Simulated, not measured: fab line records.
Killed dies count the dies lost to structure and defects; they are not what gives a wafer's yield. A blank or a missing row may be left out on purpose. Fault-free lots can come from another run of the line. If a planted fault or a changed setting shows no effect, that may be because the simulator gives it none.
Which of the tools did it? ; flow berkeley-cmos170 ; 15 lots with 45 wafers sampled at 4 steps, on a route of 331 steps

## WHAT THE GAUGES READ, wafer by wafer
UCB170_ACTIVE_CD_MEAS_90: the cd target is 1200 nm.
lot;measured;on;cd-nm (nm)
L522;day 5 09:59;cd-sem-02;1199.3 1199.9 1200.0
L523;day 5 10:45;cd-sem-02;1199.8 1201.5 1198.8
L524;day 5 10:57;cd-sem-01;1198.9 1198.7 1198.6
L525;day 5 10:28;cd-sem-01;1200.8 1200.4 1201.1
L526;day 5 19:58;cd-sem-01;1201.2 1199.9 1199.6
L528;day 5 19:13;cd-sem-02;1199.6 1199.3 1200.3
L530;day 6 09:52;cd-sem-02;1199.3 1201.2 1200.6
L529;day 6 10:14;cd-sem-01;1196.3 1196.7 1197.8
L537;day 7 12:23;cd-sem-01;1199.9 1201.8 1201.0
L538;day 8 09:36;cd-sem-01;1202.1 1201.2 1199.8
L539;day 8 09:20;cd-sem-02;1199.7 1199.9 1199.3
L540;day 8 09:29;cd-sem-02;1198.4 1196.7 1197.9
L543;day 9 06:43;cd-sem-01;1197.2 1197.1 1198.4
L544;day 9 07:10;cd-sem-01;1199.6 1199.7 1198.6
L545;day 9 06:52;cd-sem-01;1200.2 1200.5 1200.5

UCB170_PSD_CD_MEAS_06: the cd target is 1200 nm.
lot;measured;on;cd-nm (nm)
L522;day 8 04:38;cd-sem-02;1201.0 1202.6 1201.8
L523;day 8 04:52;cd-sem-01;1200.5 1200.3 1199.7
L524;day 8 04:53;cd-sem-02;1200.1 1200.7 1199.6
L525;day 8 03:52;cd-sem-02;1200.9 1200.6 1200.3
L526;day 8 22:10;cd-sem-02;1201.7 1202.2 1202.0
L528;day 8 15:05;cd-sem-02;1200.1 1199.7 1200.6
L530;day 8 22:19;cd-sem-02;1200.5 1200.5 1200.2
L529;day 8 22:38;cd-sem-02;1199.9 1202.2 1200.5
L537;day 10 00:25;cd-sem-02;1199.1 1198.8 1199.7
L538;day 11 08:47;cd-sem-01;1199.0 1198.2 1198.5
L539;day 11 08:24;cd-sem-01;1200.2 1199.9 1200.9
L540;day 11 09:20;cd-sem-01;1199.8 1198.1 1198.5
L543;day 12 00:07;cd-sem-02;1201.9 1202.3 1202.7
L544;day 12 00:23;cd-sem-01;1198.7 1199.1 1200.4
L545;day 12 00:05;cd-sem-01;1202.4 1202.5 1202.5

## TOOL THAT RAN EACH LOT (tool first, then ch and the chambers of the sampled wafers, then the start)
lot;UCB170_ZERO_ETCH_06;UCB170_WELLDRIVE_ANNEAL_03
L522;rie-diel-04 ch 1,2, day 1 22:19;furnace-04 ch 0, day 4 15:51
L523;rie-diel-04 ch 1,2,3, day 2 04:44;furnace-04 ch 0, day 4 15:51
L524;rie-diel-01 ch 0,2,3, day 2 09:41;furnace-04 ch 0, day 4 15:51
L525;rie-diel-04 ch 1,2, day 2 09:56;furnace-04 ch 0, day 4 15:51
L526;rie-diel-04 ch 0,1,2, day 2 19:59;furnace-01 ch 0, day 5 05:01
L528;rie-diel-01 ch 0,2,3, day 3 05:18;furnace-01 ch 0, day 5 05:01
L530;rie-diel-04 ch 0,1,3, day 3 14:35;furnace-02 ch 0, day 5 15:55
L529;rie-diel-04 ch 0,2,3, day 3 14:53;furnace-02 ch 0, day 5 15:55
L537;rie-diel-02 ch 1,2,3, day 4 22:39;furnace-02 ch 0, day 6 22:26
L538;rie-diel-04 ch 0,3, day 5 07:07;furnace-02 ch 0, day 7 15:54
L539;rie-diel-02 ch 1,2, day 5 07:58;furnace-02 ch 0, day 7 15:54
L540;rie-diel-02 ch 1,3, day 5 12:49;furnace-02 ch 0, day 7 15:54
L543;rie-diel-02 ch 0,1,3, day 6 08:14;furnace-01 ch 0, day 8 15:44
L544;rie-diel-04 ch 1,2, day 6 14:14;furnace-01 ch 0, day 8 15:44
L545;rie-diel-01 ch 0,1,2, day 6 14:34;furnace-01 ch 0, day 8 15:44
- UCB170_ZERO_ETCH_06: etches SiO2 in CHF3/CF4/Ar, time 12 s.
- UCB170_WELLDRIVE_ANNEAL_03: time 900 s.

## WHAT THE TOOLS THEMSELVES READ (means of the sampled wafers that have a number; where no wafer has one, the mark that the record gives instead)
UCB170_ZERO_ETCH_06.
lot;tool;drypump-motor-current-A (A);oes-product-au (a.u.);throttle-valve-pct (%)
L522;rie-diel-04;5.4;0.620;9.16
L523;rie-diel-04;5.7;0.618;9.13
L524;rie-diel-01;6.0;0.626;9.19
L525;rie-diel-04;5.4;0.611;9.15
L526;rie-diel-04;5.7;0.616;9.27
L528;rie-diel-01;6.0;0.628;9.19
L530;rie-diel-04;6.1;0.609;9.25
L529;rie-diel-04;5.6;0.613;9.11
L537;rie-diel-02;5.8;0.619;9.29
L538;rie-diel-04;6.0;0.609;9.23
L539;rie-diel-02;5.8;0.627;9.35
L540;rie-diel-02;5.3;0.620;9.31
L543;rie-diel-02;5.5;0.614;9.21
L544;rie-diel-04;5.4;0.614;9.15
L545;rie-diel-01;5.7;0.624;9.17

UCB170_WELLDRIVE_ANNEAL_03.
lot;tool;spike-tc-centre-C (C);spike-tc-load-C (C);spike-tc-source-C (C);tube-center-temp-C (C);tube_center_temp_C_max
L522;furnace-04;1101.5;1129.2;1129;1100;1102.8
L523;furnace-04;1101.7;1128.9;1127;1100;1102.6
L524;furnace-04;1101.1;1128.6;1128;1100;1103.2
L525;furnace-04;1102.5;1127.7;1127;1100;1102.7
L526;furnace-01;1101.9;1127.3;1128;1100;1102.6
L528;furnace-01;1100.9;1127.7;1127;1100;1102.7
L530;furnace-02;1101.4;1128.4;1122;1100;1102.4
L529;furnace-02;1101.8;1128.2;1122;1100;1102.8
L537;furnace-02;1102.5;1128.1;1122;1100;1102.6
L538;furnace-02;1151.8;1178.8;1173;1150;1153.0
L539;furnace-02;1152.7;1178.8;1173;1150;1152.3
L540;furnace-02;1152.8;1178.3;1172;1150;1152.8
L543;furnace-01;1099.9;1126.9;1128;1100;1102.7
L544;furnace-01;1101.9;1128.6;1129;1100;1102.6
L545;furnace-01;1101.9;1126.7;1128;1100;1102.7

## THE ANSWER, worked out from the rows above alone
Rule: what is usual is taken from the lots themselves. Put in order of their means at a reading, lots are off if they are a third of the lots or fewer, leave a main group of 4 or more, and stand apart from it by a gap of 3 or more times the standard deviation of the main group's means; of several such gaps the widest counts. Not used: any main group whose means are identical at the precision the tables above print for the reading. A lot without any number at a reading at which 4 lots or more have one is off too. The other lots that the step has rows for count as sound. First the gauges in route order, then the tools' own readings, where a lot's mean is used as printed above. The first step at which some lot is off is used, and at that step the reading that is off furthest; a lot without a number counts as furthest.
Off at UCB170_WELLDRIVE_ANNEAL_03 (tube_center_temp_C_max): L538, L539, L540. The main group has a mean of 1102.7 with a standard deviation of 0.18.
A tool fits if, at that step or a process step before it, it ran every lot that is off, and no sound lot after the first of them. One fits: furnace-02 at UCB170_WELLDRIVE_ANNEAL_03. Its last sound lot is L537 (day 6 22:26), its first lot that is off L538 (day 7 15:54): a fault that began between those two fits.
The tool's own readings at UCB170_WELLDRIVE_ANNEAL_03 bear it out: on the lots that are off they differ by more than 5 times the standard deviation of the sound lots' means. spike-tc-centre-C reads 1152.4 C there against 1101.6 C on the sound lots; spike-tc-load-C reads 1178.6 C there against 1128.0 C on the sound lots; spike-tc-source-C reads 1173 C there against 1126 C on the sound lots; tube-center-temp-C reads 1150 C there against 1100 C on the sound lots; tube_center_temp_C_max reads 1152.7 there against 1102.7 on the sound lots.

## WHAT THE SIMULATOR PUT IN
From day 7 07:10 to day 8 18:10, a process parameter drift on furnace-02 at UCB170_WELLDRIVE_ANNEAL_03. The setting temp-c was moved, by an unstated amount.
Struck lots among those shown: L539, L540, L538. The rule above found the same.
